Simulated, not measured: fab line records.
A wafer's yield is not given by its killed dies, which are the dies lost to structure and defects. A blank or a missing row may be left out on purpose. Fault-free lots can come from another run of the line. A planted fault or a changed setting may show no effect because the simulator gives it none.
fab line records | flow rit-cmos
record: lots: 14 wafers: 42 last-day: 8
route steps=202 shown PWELL@45 REOX@101 PLDD@123 M1@202
lots that met no fault: from a run of the same line without faults
start-h: hours from the record's first day to the start of the lot's first wafer shown | wait-h: hours since the lot's step before | " unchanged from the row above | L1.1+2: several wafers, shown together as one row | - no value, or no start was given | * or withheld: withheld | < > ~ a bound
route shown NAME@n: NAME is a module with steps in the file, n the number in the route of the first one | usual: average and standard deviation across the fault-free wafers | same: alike in all rows | chamber/n: place in a boat | sites: per-site readings | _std_site: their standard deviation | _edge_site: the outer-site mean with the inner-site mean subtracted | radius-mm: how far each site lies from the wafer's centre | mask NAME#n: copy n | behind: tool/chamber where the wafer was last shaped | hold: why the lot went on hold/how many hours it stayed there/how the hold came to an end | device: the transistor (n, p or np) that didn't switch | end of line: tests run on the same wafers once the route is complete | a step given without rows: its recipe and nothing more | killed: dies that structure and defects cost at the first sort, which is not the same as the wafer's yield | map: shows each die of a wafer: x if killed, . if not, _ if none is there
set.NAME: the setting as run; set.NAME@STEP: as run at that earlier step | model.NAME: the simulator's own value behind a step, which no gauge read
a sample of lots followed through the steps of the route, with each step as a table and each wafer as a row
services: when a tool's chamber went out of use (start-h, in hours from the record's first day, below 0 if earlier), for how many hours, and the reason
== steps ==
step: RIT_PWELL_OVL_MEAS_06
usual: PWELL_OVL: -1.7/1.2
columns lot.wafer tool chamber start-h wait-h PWELL_OVL[nm]
L282.1 overlay-01 - 28.79 - -1.3
L282.4 " - " " -0.4
L282.6 " - " " -1.2
L283.1 overlay-02 - 32.69 - -0.6
L283.5 " - " " -2.4
L283.6 " - " " -0.9
L284.1 overlay-02 - 36.86 - -0.9
L284.2 " - " " -1.2
L284.3 " - " " -2.6
L285.1 overlay-02 - 44.75 - -1.8
L285.3 " - " " -0.4
L285.5 " - " " 0.7
L286.1 overlay-02 - 53.08 - -1.1
L286.2 " - " " -1.5
L286.4 " - " " -1.5
L287.2 overlay-02 - 59.89 - -2.3
L287.3 " - " " -3.1
L287.5 " - " " -2.9
L288.1 overlay-02 - 66.33 - -1.0
L288.3 " - " " -2.1
L288.4 " - " " -0.3
L289.1 overlay-02 - 68.07 - -4.2
L289.2 " - " " -2.9
L289.4 " - " " -4.2
L291.4 overlay-02 - 73.26 - -1.6
L291.5 " - " " -2.2
L291.6 " - " " -1.1
L294.2 overlay-02 - 88.58 - -1.8
L294.4 " - " " -3.3
L294.5 " - " " -3.0
L295.3 overlay-01 - 93.79 - -1.8
L295.4 " - " " -1.3
L295.5 " - " " -3.4
L296.1 overlay-01 - 99.25 - -1.6
L296.5 " - " " -1.2
L296.6 " - " " -0.2
L303.3 overlay-01 - 133.65 - -1.1
L303.4 " - " " -0.4
L303.5 " - " " -4.1
L304.2 overlay-01 - 138.66 - -1.5
L304.5 " - " " -2.0
L304.6 " - " " -2.1
step: RIT_REOX_OXIDATION_03
recipe: temp-c: 900 ambient: O2 target-thk-a: 252 ox-time-s: 5580
usual: spike-tc-centre-C: 902.6/2.6 spike-tc-load-C: 927.8/1.6 spike-tc-source-C: 923.8/1.7 tube-center-temp-C: 900/0.086
columns lot.wafer tool chamber start-h wait-h spike-tc-centre-C spike-tc-load-C spike-tc-source-C tube-center-temp-C
L282.1 furnace-01 0 46.01 0.7 899.6 928.0 924.8 899.87
L282.4 " 0 " " 900.5 926.9 923.8 899.96
L282.6 " 0 " " 900.2 927.1 921.4 899.89
L283.1 furnace-03 0 59.64 1.9 904.8 931.2 925.5 900.04
L283.5 " 0 " " 904.3 927.1 922.7 900.17
L283.6 " 0 " " 904.9 927.8 923.2 900.09
L284.1 furnace-03 0 59.64 1.8 905.2 929.3 923.8 899.98
L284.2 " 0 " " 905.8 927.2 923.0 900.13
L284.3 " 0 " " 904.9 928.7 924.2 899.94
L285.1 furnace-01 0 69.87 0.6 899.8 929.4 923.5 899.85
L285.3 " 0 " " 899.2 928.1 922.2 899.9
L285.5 " 0 " " 898.8 926.4 923.3 899.96
L286.1 furnace-01 0 75.48 2.9 903.0 928.4 922.4 900.09
L286.2 " 0 " " 900.2 928.1 921.6 900.07
L286.4 " 0 " " 898.4 928.5 924.9 900.13
L287.2 furnace-01 0 82.12 0.0 900.8 927.9 922.8 899.93
L287.3 " 0 " " 900.7 927.7 924.9 899.91
L287.5 " 0 " " 898.2 929.1 924.0 900.05
L288.1 furnace-03 0 84.33 1.0 905.9 929.8 923.1 899.99
L288.3 " 0 " " 905.7 930.5 923.6 899.95
L288.4 " 0 " " 905.7 928.7 924.0 900.02
L289.1 furnace-03 0 84.33 0.9 903.8 926.9 923.3 900.05
L289.2 " 0 " " 904.6 929.2 922.4 899.99
L289.4 " 0 " " 905.0 930.2 924.2 900.04
L291.4 furnace-04 0 93.74 2.0 902.9 924.3 926.6 900.05
L291.5 " 0 " " 900.4 925.1 929.0 900.06
L291.6 " 0 " " 902.1 924.9 928.9 900.07
L294.2 furnace-03 0 107.79 1.2 916.8 939.7 934.2 900.15
L294.4 " 0 " " 914.7 939.9 934.7 899.9
L294.5 " 0 " " 915.2 938.9 934.2 899.99
L295.3 furnace-04 0 110.78 0.1 903.8 923.7 927.8 900.11
L295.4 " 0 " " 902.4 924.6 926.4 899.92
L295.5 " 0 " " 902.8 924.4 926.9 899.84
L296.1 furnace-03 0 117.34 1.4 914.3 938.1 933.8 900.06
L296.5 " 0 " " 914.1 938.5 932.4 900.08
L296.6 " 0 " " 914.6 940.1 933.5 900.04
L303.3 furnace-01 0 157.05 1.1 900.0 927.3 923.4 900.09
L303.4 " 0 " " 901.5 928.5 922.9 899.96
L303.5 " 0 " " 899.9 928.1 921.0 900.12
L304.2 furnace-01 0 160.92 2.4 900.3 927.9 924.2 900.05
L304.5 " 0 " " 900.1 926.6 922.5 900.03
L304.6 " 0 " " 900.2 928.8 925.0 900.09
step: RIT_REOX_THK_MEAS_04
recipe: reads: SiO2_of_REOX_OXIDATION_03
usual: REOX_OXIDE_THK: 24.8/0.59
columns lot.wafer tool chamber start-h wait-h REOX_OXIDE_THK[nm]
L282.1 film-metro-03 - 48.56 0.0 24.3
L282.4 " - " " 24.3
L282.6 " - " " 24.3
L283.1 film-metro-01 - 62.19 0.0 24.9
L283.5 " - " " 25.2
L283.6 " - " " 25.2
L284.1 film-metro-03 - 62.19 0.0 25.0
L284.2 " - " " 25.2
L284.3 " - " " 24.9
L285.1 film-metro-02 - 72.42 0.0 24.5
L285.3 " - " " 24.3
L285.5 " - " " 24.3
L286.1 film-metro-03 - 78.03 0.0 24.2
L286.2 " - " " 24.0
L286.4 " - " " 23.9
L287.2 film-metro-02 - 84.68 0.0 23.6
L287.3 " - " " 23.8
L287.5 " - " " 23.6
L288.1 film-metro-02 - 86.88 0.0 25.1
L288.3 " - " " 25.3
L288.4 " - " " 24.8
L289.1 film-metro-03 - 86.88 0.0 24.8
L289.2 " - " " 24.7
L289.4 " - " " 24.8
L291.4 film-metro-01 - 96.32 0.0 25.1
L291.5 " - " " 25.0
L291.6 " - " " 25.2
L294.2 film-metro-02 - 110.35 0.0 27.4
L294.4 " - " " 27.7
L294.5 " - " " 28.2
L295.3 film-metro-01 - 113.35 0.0 25.5
L295.4 " - " " 25.7
L295.5 " - " " 25.8
L296.1 film-metro-02 - 119.89 0.0 27.9
L296.5 " - " " 27.3
L296.6 " - " " 27.3
L303.3 film-metro-03 - 159.62 0.0 25.1
L303.4 " - " " 24.4
L303.5 " - " " 24.7
L304.2 film-metro-02 - 163.48 0.0 25.9
L304.5 " - " " 25.3
L304.6 " - " " 25.4
step: RIT_PLDD_STRIP_09
recipe: chemistry: O2 time-s: 180 resist: NOVOLAK platen-temp-c: withheld power-w: 500 pressure-mtorr: 4000 o2-flow-sccm: 4000
usual: drypump-motor-current-A: 6.0/0.37
columns lot.wafer tool chamber start-h wait-h drypump-motor-current-A rf-hours-counter-h
L282.1 plasma-asher-01 0 51.63 0.1 5.5 37
L282.4 " 1 " " 6.4 -
L282.6 " 1 " " 6.4 -
L283.1 plasma-asher-04 1 64.98 0.1 5.8 43
L283.5 " 1 " " 5.8 -
L283.6 " 0 " " 6.0 -
L284.1 plasma-asher-01 1 65.22 0.1 6.4 38
L284.2 " 0 " " 5.4 38
L284.3 " 0 " " 5.5 -
L285.1 plasma-asher-02 0 75.21 0.1 5.6 43
L285.3 " 0 " " 5.7 -
L285.5 " 1 " " 6.6 -
L286.1 plasma-asher-01 0 81.17 0.1 5.4 39
L286.2 " 1 " " 6.4 39
L286.4 " 0 " " 5.5 -
L287.2 plasma-asher-04 1 87.34 0.1 5.8 45
L287.3 " 0 " " 6.0 -
L287.5 " 1 " " 5.8 -
L288.1 plasma-asher-02 0 89.76 0.1 5.6 44
L288.3 " 1 " " 6.6 -
L288.4 " 0 " " 5.7 -
L289.1 plasma-asher-01 1 89.95 0.1 6.4 40
L289.2 " 0 " " 5.4 40
L289.4 " 0 " " 5.4 -
L291.4 plasma-asher-04 1 99.51 0.1 5.8 -
L291.5 " 0 " " 6.0 -
L291.6 " 1 " " 5.8 -
L294.2 plasma-asher-02 0 113.24 0.1 5.7 48
L294.4 " 1 " " 6.5 -
L294.5 " 0 " " 5.7 -
L295.3 plasma-asher-04 0 116.18 0.1 6.0 -
L295.4 " 1 " " 5.8 -
L295.5 " 0 " " 6.0 -
L296.1 plasma-asher-02 0 122.88 0.1 5.7 49
L296.5 " 1 " " 6.5 -
L296.6 " 0 " " 5.7 -
L303.3 plasma-asher-04 1 162.34 0.1 5.8 -
L303.4 " 0 " " 6.0 -
L303.5 " 1 " " 5.8 -
L304.2 plasma-asher-04 0 166.13 0.1 6.0 54
L304.5 " 1 " " 5.8 -
L304.6 " 0 " " 6.0 -
step: RIT_PLDD_TW_MEAS_10
usual: PLDD_TW: 2359/15
columns lot.wafer tool chamber start-h wait-h PLDD_TW
L282.1 film-metro-03 - 51.81 0.1 2352
L282.4 " - " " 2352
L282.6 " - " " 2354
L283.1 film-metro-04 - 65.15 0.1 2336
L283.5 " - " " 2345
L283.6 " - " " 2351
L284.1 film-metro-01 - 65.40 0.1 2382
L284.2 " - " " 2377
L284.3 " - " " 2384
L285.1 film-metro-03 - 75.39 0.1 2361
L285.3 " - " " 2372
L285.5 " - " " 2363
L286.1 film-metro-03 - 81.35 0.1 2358
L286.2 " - " " 2371
L286.4 " - " " 2373
L287.2 film-metro-04 - 87.52 0.1 2347
L287.3 " - " " 2351
L287.5 " - " " 2346
L288.1 film-metro-04 - 89.93 0.1 2349
L288.3 " - " " 2359
L288.4 " - " " 2351
L289.1 film-metro-04 - 90.13 0.1 2348
L289.2 " - " " 2353
L289.4 " - " " 2343
L291.4 film-metro-03 - 99.66 0.1 2345
L291.5 " - " " 2340
L291.6 " - " " 2342
L294.2 film-metro-04 - 113.42 0.1 2343
L294.4 " - " " 2348
L294.5 " - " " 2351
L295.3 film-metro-01 - 116.32 0.1 2380
L295.4 " - " " 2374
L295.5 " - " " 2383
L296.1 film-metro-03 - 123.06 0.1 2347
L296.5 " - " " 2350
L296.6 " - " " 2359
L303.3 film-metro-04 - 162.48 0.1 2332
L303.4 " - " " 2339
L303.5 " - " " 2343
L304.2 film-metro-03 - 166.32 0.1 2341
L304.5 " - " " 2341
L304.6 " - " " 2333
step: RIT_M1_PROBE_99
usual: killed-at-front-end: 6.8/3 killed-dies: 6.9/3 killed-open: 3.3/1.9 killed-short: 3.6/1.9
same: gross-dies: 264 killed_at_M0_to_M3: 0 killed_at_M4_up: 0 killed-at-back-side: 0 killed-at-contacts: 0 killed-at-other: 0
columns lot.wafer tool chamber start-h wait-h killed-at-front-end killed-dies killed-open killed-short
L282.1 prober-01 - 66.59 0.1 1 1 0 1
L282.4 prober-01 - 66.74 0.2 5 5 3 2
L282.6 prober-01 - 66.84 0.2 4 4 1 3
L283.1 prober-02 - 78.70 0.1 7 7 2 5
L283.5 prober-02 - 78.90 0.2 4 4 0 4
L283.6 prober-02 - 78.95 0.2 6 6 3 3
L284.1 prober-01 - 80.70 0.1 8 8 4 4
L284.2 prober-01 - 80.75 0.1 6 6 3 3
L284.3 prober-01 - 80.80 0.2 8 8 1 7
L285.1 prober-02 - 89.00 0.1 6 6 2 4
L285.3 prober-02 - 89.10 0.2 6 6 3 3
L285.5 prober-02 - 89.20 0.2 3 3 2 1
L286.1 prober-01 - 94.95 0.1 10 10 7 3
L286.2 prober-01 - 95.00 0.1 8 8 3 5
L286.4 prober-01 - 95.10 0.2 5 5 1 4
L287.2 prober-02 - 102.20 0.1 2 2 0 2
L287.3 prober-02 - 102.25 0.2 2 2 1 1
L287.5 prober-02 - 102.35 0.2 4 4 2 2
L289.1 prober-01 - 104.03 0.1 15 15 5 10
L289.2 prober-01 - 104.08 0.1 9 9 3 6
L289.4 prober-01 - 104.18 0.2 11 11 9 2
L288.1 prober-02 - 105.53 0.1 9 9 4 5
L288.3 prober-02 - 105.63 0.2 10 10 6 4
L288.4 prober-02 - 105.68 0.2 14 14 7 7
L291.4 prober-02 - 113.29 0.2 13 13 7 6
L291.5 prober-02 - 113.34 0.2 12 12 5 7
L291.6 prober-02 - 113.39 0.2 13 13 6 7
L294.2 prober-01 - 128.32 0.1 11 11 5 6
L294.4 prober-01 - 128.42 0.2 7 7 4 3
L294.5 prober-01 - 128.47 0.2 9 9 5 4
L295.3 prober-02 - 129.87 0.2 5 5 1 4
L295.4 prober-02 - 129.92 0.2 7 7 5 2
L295.5 prober-02 - 129.97 0.2 4 4 2 2
L296.1 prober-01 - 136.43 0.1 9 9 5 4
L296.5 prober-01 - 136.63 0.2 3 3 3 0
L296.6 prober-01 - 136.68 0.2 11 11 4 7
L303.3 prober-02 - 176.73 0.2 6 6 5 1
L303.4 prober-02 - 176.78 0.2 2 2 1 1
L303.5 prober-02 - 176.83 0.2 9 9 5 4
L304.2 prober-02 - 182.13 0.1 3 3 2 1
L304.5 prober-02 - 182.28 0.2 5 5 1 4
L304.6 prober-02 - 182.33 0.2 7 7 4 3
killed by level:class
L282.1 REOX:geometric-particle:short=1
L282.4 FOX2:geometric-particle:open=1 GATE:geometric-particle:open=1 GATE:geometric-particle:short=1 SILICIDE:geometric-particle:open=1 SILICIDE:geometric-particle:short=1
L282.6 SPACER:geometric-particle:short=2 GATE:geometric-particle:short=1 GATE:geometric-particle:open=1
L283.1 GATE:geometric-particle:short=4 REOX:geometric-particle:open=1 SPACER:geometric-particle:short=1 SILICIDE:geometric-particle:open=1
L283.5 SPACER:geometric-particle:short=2 FOX2:geometric-particle:short=1 REOX:geometric-particle:short=1
L283.6 GATE:geometric-particle:open=3 SPACER:geometric-particle:short=2 GATE:geometric-particle:short=1
L284.1 GATE:geometric-particle:short=3 GATE:geometric-particle:open=2 SILICIDE:geometric-particle:open=2 FOX1:geometric-particle:short=1
L284.2 GATE:geometric-particle:short=2 SILICIDE:geometric-particle:open=2 GATE:geometric-particle:open=1 SILICIDE:geometric-particle:short=1
L284.3 FOX1:geometric-particle:short=4 SILICIDE:geometric-particle:short=2 GATE:geometric-particle:open=1 SPACER:geometric-particle:short=1
L285.1 GATE:geometric-particle:short=2 FOX1:geometric-particle:open=1 FOX1:geometric-particle:short=1 GATE:geometric-particle:open=1 SILICIDE:geometric-particle:short=1
L285.3 SILICIDE:geometric-particle:short=2 FOX1:geometric-particle:open=1 REOX:geometric-particle:open=1 SPACER:geometric-particle:short=1 SILICIDE:geometric-particle:open=1
L285.5 FOX1:geometric-particle:open=1 GATE:geometric-particle:open=1 GATE:geometric-particle:short=1
L286.1 GATE:geometric-particle:open=6 GATE:geometric-particle:short=2 FOX2:geometric-particle:short=1 SILICIDE:geometric-particle:open=1
L286.2 GATE:geometric-particle:short=2 GATE:geometric-particle:open=2 FOX1:geometric-particle:short=1 SPACER:geometric-particle:short=1 SILICIDE:geometric-particle:open=1 SILICIDE:geometric-particle:short=1
L286.4 FOX1:geometric-particle:short=1 GATE:geometric-particle:open=1 GATE:geometric-particle:short=1 REOX:geometric-particle:short=1 SPACER:geometric-particle:short=1
L287.2 FOX2:geometric-particle:short=1 SILICIDE:geometric-particle:short=1
L287.3 FOX2:geometric-particle:open=1 GATE:geometric-particle:short=1
L287.5 REOX:geometric-particle:short=2 GATE:geometric-particle:open=1 REOX:geometric-particle:open=1
L289.1 FOX1:geometric-particle:short=4 GATE:geometric-particle:short=4 GATE:geometric-particle:open=3 FOX1:geometric-particle:open=1 REOX:geometric-particle:short=1 SPACER:geometric-particle:open=1 SPACER:geometric-particle:short=1
L289.2 FOX1:geometric-particle:short=2 SILICIDE:geometric-particle:short=2 FOX1:geometric-particle:open=1 GATE:geometric-particle:open=1 GATE:geometric-particle:short=1 SPACER:geometric-particle:open=1 SPACER:geometric-particle:short=1
L289.4 FOX1:geometric-particle:open=2 GATE:geometric-particle:open=2 REOX:geometric-particle:open=2 SILICIDE:geometric-particle:open=2 REOX:geometric-particle:short=1 SPACER:geometric-particle:short=1 SPACER:geometric-particle:open=1
L288.1 SPACER:geometric-particle:open=3 FOX1:geometric-particle:short=2 GATE:geometric-particle:short=2 FOX2:geometric-particle:open=1 SILICIDE:geometric-particle:short=1
L288.3 SPACER:geometric-particle:short=4 FOX1:geometric-particle:open=2 SPACER:geometric-particle:open=2 FOX2:geometric-particle:open=1 SILICIDE:geometric-particle:open=1
L288.4 FOX1:geometric-particle:open=3 FOX1:geometric-particle:short=2 SPACER:geometric-particle:open=2 SPACER:geometric-particle:short=2 SILICIDE:geometric-particle:short=2 FOX2:geometric-particle:short=1 GATE:geometric-particle:open=1 SILICIDE:geometric-particle:open=1
L291.4 GATE:geometric-particle:open=3 ACTIVE:geometric-particle:short=1 FOX2:geometric-particle:open=1 FOX2:geometric-particle:short=1 GATE:geometric-particle:short=1 REOX:geometric-particle:open=1 REOX:geometric-particle:short=1 SPACER:geometric-particle:short=1
L291.5 GATE:geometric-particle:open=4 FOX2:geometric-particle:short=3 FOX1:geometric-particle:short=2 REOX:geometric-particle:open=1 GATE:geometric-particle:short=1 REOX:geometric-particle:short=1
L291.6 FOX2:geometric-particle:open=5 GATE:geometric-particle:short=4 SPACER:geometric-particle:short=3 SPACER:geometric-particle:open=1
L294.2 GATE:geometric-particle:short=3 FOX2:geometric-particle:short=2 REOX:geometric-particle:open=2 FOX1:geometric-particle:short=1 FOX1:geometric-particle:open=1 FOX2:geometric-particle:open=1 GATE:geometric-particle:open=1
L294.4 FOX2:geometric-particle:open=2 GATE:geometric-particle:short=2 FOX1:geometric-particle:open=1 FOX1:geometric-particle:short=1 GATE:geometric-particle:open=1
L294.5 GATE:geometric-particle:short=3 GATE:geometric-particle:open=2 FOX2:geometric-particle:short=1 FOX2:geometric-particle:open=1 REOX:geometric-particle:open=1 SPACER:geometric-particle:open=1
L295.3 FOX2:geometric-particle:short=3 REOX:geometric-particle:short=1 REOX:geometric-particle:open=1
L295.4 REOX:geometric-particle:open=2 FOX2:geometric-particle:open=1 REOX:geometric-particle:short=1 SPACER:geometric-particle:open=1 SPACER:geometric-particle:short=1 SILICIDE:geometric-particle:open=1
L295.5 FOX1:geometric-particle:short=1 FOX2:geometric-particle:short=1 SPACER:geometric-particle:open=1 SILICIDE:geometric-particle:open=1
L296.1 FOX2:geometric-particle:open=3 FOX2:geometric-particle:short=1 GATE:geometric-particle:short=1 REOX:geometric-particle:short=1 REOX:geometric-particle:open=1 SPACER:geometric-particle:short=1 SPACER:geometric-particle:open=1
L296.5 SILICIDE:geometric-particle:open=2 GATE:geometric-particle:open=1
L296.6 GATE:geometric-particle:short=4 FOX2:geometric-particle:short=2 GATE:geometric-particle:open=2 FOX1:geometric-particle:open=1 FOX2:geometric-particle:open=1 SILICIDE:geometric-particle:short=1
L303.3 REOX:geometric-particle:open=2 SPACER:geometric-particle:open=2 GATE:geometric-particle:open=1 SILICIDE:geometric-particle:short=1
L303.4 FOX1:geometric-particle:open=1 GATE:geometric-particle:short=1
L303.5 REOX:geometric-particle:open=2 FOX1:geometric-particle:open=1 FOX2:geometric-particle:short=1 GATE:geometric-particle:open=1 GATE:geometric-particle:short=1 REOX:geometric-particle:short=1 SPACER:geometric-particle:short=1 SILICIDE:geometric-particle:open=1
L304.2 REOX:geometric-particle:open=2 REOX:geometric-particle:short=1
L304.5 GATE:geometric-particle:short=2 ACTIVE:geometric-particle:short=1 GATE:geometric-particle:open=1 SILICIDE:geometric-particle:short=1
L304.6 SILICIDE:geometric-particle:open=2 FOX1:geometric-particle:short=1 REOX:geometric-particle:open=1 REOX:geometric-particle:short=1 SPACER:geometric-particle:open=1 SILICIDE:geometric-particle:short=1
== services ==
columns tool chamber start-h hours kind
furnace-03 - 43.44 3.8 pm
plasma-asher-04 - 46.25 2.0 repair
furnace-01 - 48.56 2.7 pm
plasma-asher-01 - 108.75 9.0 pm
plasma-asher-01 0 108.75 9.0 vent-cycle
plasma-asher-01 1 108.75 9.0 vent-cycle
furnace-03 - 112.27 1.0 pm
plasma-asher-01 0 117.75 - clean
plasma-asher-01 1 117.75 - clean
furnace-04 - 139.39 3.6 pm
plasma-asher-02 - 142.05 0.5 repair
furnace-04 - 142.24 37.5 repair
plasma-asher-01 - 145.83 2.8 pm
== key ==
first-sign: step: RIT_REOX_OXIDATION_03 reading: spike-tc-load-C direction: up sigmas: 7.2 usual: 927.8 struck: 939.2
effect: step: RIT_REOX_OXIDATION_03 reading: spike-tc-source-C direction: up sigmas: 6 usual: 923.8 struck: 933.8
effect: step: RIT_REOX_THK_MEAS_04 reading: REOX_OXIDE_THK direction: up sigmas: 4.8 usual: 24.8 struck: 27.6
met-at RIT_REOX_OXIDATION_03
struck-lots L294,L296
tester-left-out L294,L296
not-acting-at RIT_PWELL_OVL_MEAS_06,RIT_PLDD_STRIP_09,RIT_PLDD_TW_MEAS_10
onset-between 84.33 107.79
fault: kind: process-parameter-drift tool: furnace-03 chamber: - onset-h: 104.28 steps: RIT_REOX_OXIDATION_03 channel: temp-c offset: * shape: step end-h: 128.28 acts-in: * stated: *
tester-left-out: of these lots the tester's yield and bins aren't shown, on N5 and GAA mostly nor the transistor test; their killed dies are dies lost to structure and defects alone, not to doping, threshold or leakage, so they don't give the yield
